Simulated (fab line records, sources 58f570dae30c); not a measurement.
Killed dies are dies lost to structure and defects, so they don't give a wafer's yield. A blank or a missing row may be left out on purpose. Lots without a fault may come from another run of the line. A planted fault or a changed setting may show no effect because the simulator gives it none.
Which tool did it? | flow berkeley_cmos170 | 13 lots, 39 wafers sampled, at 6 steps of a route of 331

WHAT THE GAUGES READ, wafer by wafer
UCB170_GATE_THK_MEAS_02. Usual: GATE_OXIDE_THK 6.67 nm, standard deviation 0.14.
lot  | measured     | on            | GATE_OXIDE_THK (nm) | flag
L368 | day 5 09:39  | film_metro-02 | 6.52 6.57 6.55      |
L369 | day 5 20:08  | film_metro-01 | 6.69 6.79 6.75      |
L370 | day 5 20:08  | film_metro-03 | 6.66 6.75 6.76      |
L371 | day 6 08:25  | film_metro-03 | 6.65 6.60 6.48      |
L372 | day 6 14:01  | film_metro-01 | 6.79 6.96 6.82      |
L375 | day 7 04:35  | film_metro-03 | 6.80 6.94 6.93      |
L377 | day 7 11:06  | film_metro-01 | 6.72 6.84 6.62      |
L384 | day 8 20:59  | film_metro-03 | 6.52 6.61 6.47      |
L388 | day 9 21:46  | film_metro-02 | 6.76 6.71 6.63      |
L387 | day 9 21:48  | film_metro-01 | 6.80 6.79 6.72      |
L389 | day 9 23:06  | film_metro-01 | 6.59 6.46 6.45      |
L390 | day 10 14:23 | film_metro-02 | 6.66 6.69 6.71      |
L391 | day 10 14:24 | film_metro-03 | 6.77 6.71 6.82      |

UCB170_GATE_CD_MEAS_12: target cd 350 nm. Usual: cd_nm 349.6 nm, standard deviation 1.5.
lot  | measured     | on        | cd_nm (nm)        | flag
L368 | day 5 16:58  | cd_sem-02 | 351.0 350.1 350.3 |
L369 | day 6 04:20  | cd_sem-02 | 349.0 349.8 348.4 |
L370 | day 6 04:35  | cd_sem-01 | 350.2 351.3 349.5 |
L371 | day 6 14:09  | cd_sem-02 | 348.6 349.5 349.3 |
L372 | day 6 18:43  | cd_sem-02 | 349.7 350.2 349.8 |
L375 | day 7 10:03  | cd_sem-01 | 349.7 349.9 349.3 |
L377 | day 7 17:55  | cd_sem-01 | 346.4 347.0 346.6 |
L384 | day 9 05:43  | cd_sem-02 | 350.8 349.9 350.0 |
L388 | day 10 05:47 | cd_sem-01 | 347.3 346.0 347.0 |
L387 | day 10 06:04 | cd_sem-01 | 350.1 349.8 349.9 |
L389 | day 10 06:10 | cd_sem-01 | 347.9 348.4 349.2 |
L390 | day 10 22:02 | cd_sem-01 | 350.8 349.8 350.6 |
L391 | day 10 21:49 | cd_sem-01 | 347.0 346.7 346.7 |

UCB170_PLDD_CD_MEAS_06: target cd 1200 nm. Usual: cd_nm 1199.8 nm, standard deviation 1.6.
lot  | measured     | on        | cd_nm (nm)           | flag
L368 | day 5 19:00  | cd_sem-01 | 1198.4 1198.7 1199.7 |
L369 | day 6 06:01  | cd_sem-01 | 1201.6 1201.0 1200.7 |
L370 | day 6 06:14  | cd_sem-02 | 1201.3 1201.6 1200.4 |
L371 | day 6 16:57  | cd_sem-01 | 1200.3 1202.0 1201.0 |
L372 | day 6 20:19  | cd_sem-01 | 1200.2 1199.3 1198.0 |
L375 | day 7 13:00  | cd_sem-01 | 1201.6 1198.8 1200.3 |
L377 | day 7 19:32  | cd_sem-01 | 1198.0 1200.8 1198.4 |
L384 | day 9 07:19  | cd_sem-01 | 1197.3 1197.2 1198.1 |
L388 | day 10 08:11 | cd_sem-02 | 1195.7 1196.1 1196.9 |
L387 | day 10 08:54 | cd_sem-01 | 1200.3 1200.9 1200.6 |
L389 | day 10 09:10 | cd_sem-02 | 1204.0 1201.8 1204.1 |
L390 | day 11 00:22 | cd_sem-01 | 1199.6 1200.3 1199.9 |
L391 | day 11 00:10 | cd_sem-02 | 1198.3 1199.3 1198.3 |

UCB170_PLDD_TW_MEAS_11. Usual: PLDD_TW 1012, standard deviation 5.4.
lot  | measured     | on            | PLDD_TW        | flag
L368 | day 5 19:33  | film_metro-04 | 1013 1011 1013 |
L369 | day 6 06:34  | film_metro-02 | 1019 1016 1020 |
L370 | day 6 06:47  | film_metro-02 | 1012 1022 1016 |
L371 | day 6 17:31  | film_metro-04 | 1008 1005 1009 |
L372 | day 6 20:52  | film_metro-02 | 1022 1017 1014 |
L375 | day 7 13:32  | film_metro-02 | 1069 1073 1077 | OFF
L377 | day 7 20:06  | film_metro-02 | 1071 1075 1071 | OFF
L384 | day 9 07:52  | film_metro-04 | 999 1003 1005  |
L388 | day 10 08:44 | film_metro-04 | 1013 1020 1011 |
L387 | day 10 09:27 | film_metro-03 | 1013 1007 1005 |
L389 | day 10 09:43 | film_metro-02 | 1014 1016 1025 |
L390 | day 11 00:55 | film_metro-03 | 1003 1010 1012 |
L391 | day 11 00:43 | film_metro-04 | 1010 1013 1010 |

UCB170_SDANNEAL_RS_MEAS_04: measures by four-point-probe. Usual: PLDD_RS 1032 ohm/sq, standard deviation 3.
lot  | measured     | on            | PLDD_RS (ohm/sq) | flag
L368 | day 6 08:53  | film_metro-03 | 1033 1034 1032   |
L369 | day 6 19:29  | film_metro-03 | 1033 1030 1030   |
L370 | day 6 20:02  | film_metro-02 | 1028 1030 1033   |
L371 | day 7 07:43  | film_metro-02 | 1036 1035 1034   |
L372 | day 7 08:40  | film_metro-02 | 1025 1028 1030   |
L375 | day 7 23:15  | film_metro-03 | 900 899 903      | OFF
L377 | day 8 11:23  | film_metro-03 | 907 907 904      | OFF
L384 | day 9 21:28  | film_metro-04 | 1039 1034 1035   |
L388 | day 10 23:35 | film_metro-04 | 1034 1031 1033   |
L387 | day 10 23:40 | film_metro-03 | 1035 1033 1034   |
L389 | day 10 23:44 | film_metro-02 | 1024 1028 1024   |
L390 | day 11 15:43 | film_metro-02 | 1031 1031 1030   |
L391 | day 11 15:52 | film_metro-04 | 1032 1030 1027   |

WHICH TOOL RAN EACH LOT (tool, then ch and the chambers of the sampled wafers, then the start)
lot  | UCB170_PLDD_IMPLANT_09
L368 | implanter-03 ch 0, day 5 19:19
L369 | implanter-02 ch 0, day 6 06:19
L370 | implanter-03 ch 0, day 6 06:32
L371 | implanter-02 ch 0, day 6 17:16
L372 | implanter-04 ch 0, day 6 20:38
L375 | implanter-02 ch 0, day 7 13:19
L377 | implanter-02 ch 0, day 7 19:51
L384 | implanter-03 ch 0, day 9 07:38
L388 | implanter-03 ch 0, day 10 08:29
L387 | implanter-04 ch 0, day 10 09:13
L389 | implanter-03 ch 0, day 10 09:28
L390 | implanter-04 ch 0, day 11 00:40
L391 | implanter-02 ch 0, day 11 00:29
- UCB170_PLDD_IMPLANT_09

WHAT THE TOOLS THEMSELVES READ (means of the sampled wafers that have a number; where no wafer has one, the mark that the record gives instead)
UCB170_PLDD_IMPLANT_09. Usual: beam_on_s 10.01 s, standard deviation 0.2; dose_ions_cm2 5e+13, standard deviation 5.4e+10; end_station_pressure_torr 5.11e-06 Torr, standard deviation 2.4e-07; faraday_current_uA 158, standard deviation 3.2.
lot  | tool         | beam_on_s (s) | dose_ions_cm2 | end_station_pressure_torr (Torr) | faraday_current_uA | flag
L368 | implanter-03 | 10.04         | 5e+13         | 4.95e-06                         | 158                |
L369 | implanter-02 | 9.98          | 5e+13         | 5.04e-06                         | 159                |
L370 | implanter-03 | 9.95          | 5e+13         | 5.00e-06                         | 159                |
L371 | implanter-02 | 9.91          | 5e+13         | 4.97e-06                         | 160                |
L372 | implanter-04 | 9.92          | 5e+13         | 5.08e-06                         | 160                |
L375 | implanter-02 | 10.97         | 7e+13         | 4.83e-06                         | 198                | OFF
L377 | implanter-02 | 10.98         | 7e+13         | 5.15e-06                         | 197                | OFF
L384 | implanter-03 | 10.15         | 5e+13         | 4.86e-06                         | 156                |
L388 | implanter-03 | 10.23         | 5e+13         | 5.15e-06                         | 155                |
L387 | implanter-04 | 9.91          | 5e+13         | 5.28e-06                         | 160                |
L389 | implanter-03 | 9.96          | 5e+13         | 5.10e-06                         | 159                |
L390 | implanter-04 | 10.07         | 5e+13         | 5.21e-06                         | 158                |
L391 | implanter-02 | 10.04         | 5e+13         | 4.98e-06                         | 158                |

THE ANSWER, worked out from the rows above alone
Rule: a lot is off if the mean of its wafers that have a number lies more than 3 standard deviations from the usual mean. A lot without any number at a reading at which 4 lots or more have one is off too. The other lots that the step has rows for count as sound. The gauges are gone through in route order, then the tools' own readings, and for those a lot's mean is taken as printed above. The first step at which some lot is off is used, and at that step the reading that is off furthest; a lot without a number counts as furthest.
Off: L375, L377, at UCB170_PLDD_TW_MEAS_11 (PLDD_TW).
A tool fits if, at a process step before that reading, it ran every lot that is off, and no sound lot after the first of them. The gauges at UCB170_PLDD_TW_MEAS_11 aren't tried: what is off there is off at UCB170_SDANNEAL_RS_MEAS_04 too, on other tools, and a gauge's error can't cause that. None of those tried fits.

WHAT THE SIMULATOR HAD PUT IN
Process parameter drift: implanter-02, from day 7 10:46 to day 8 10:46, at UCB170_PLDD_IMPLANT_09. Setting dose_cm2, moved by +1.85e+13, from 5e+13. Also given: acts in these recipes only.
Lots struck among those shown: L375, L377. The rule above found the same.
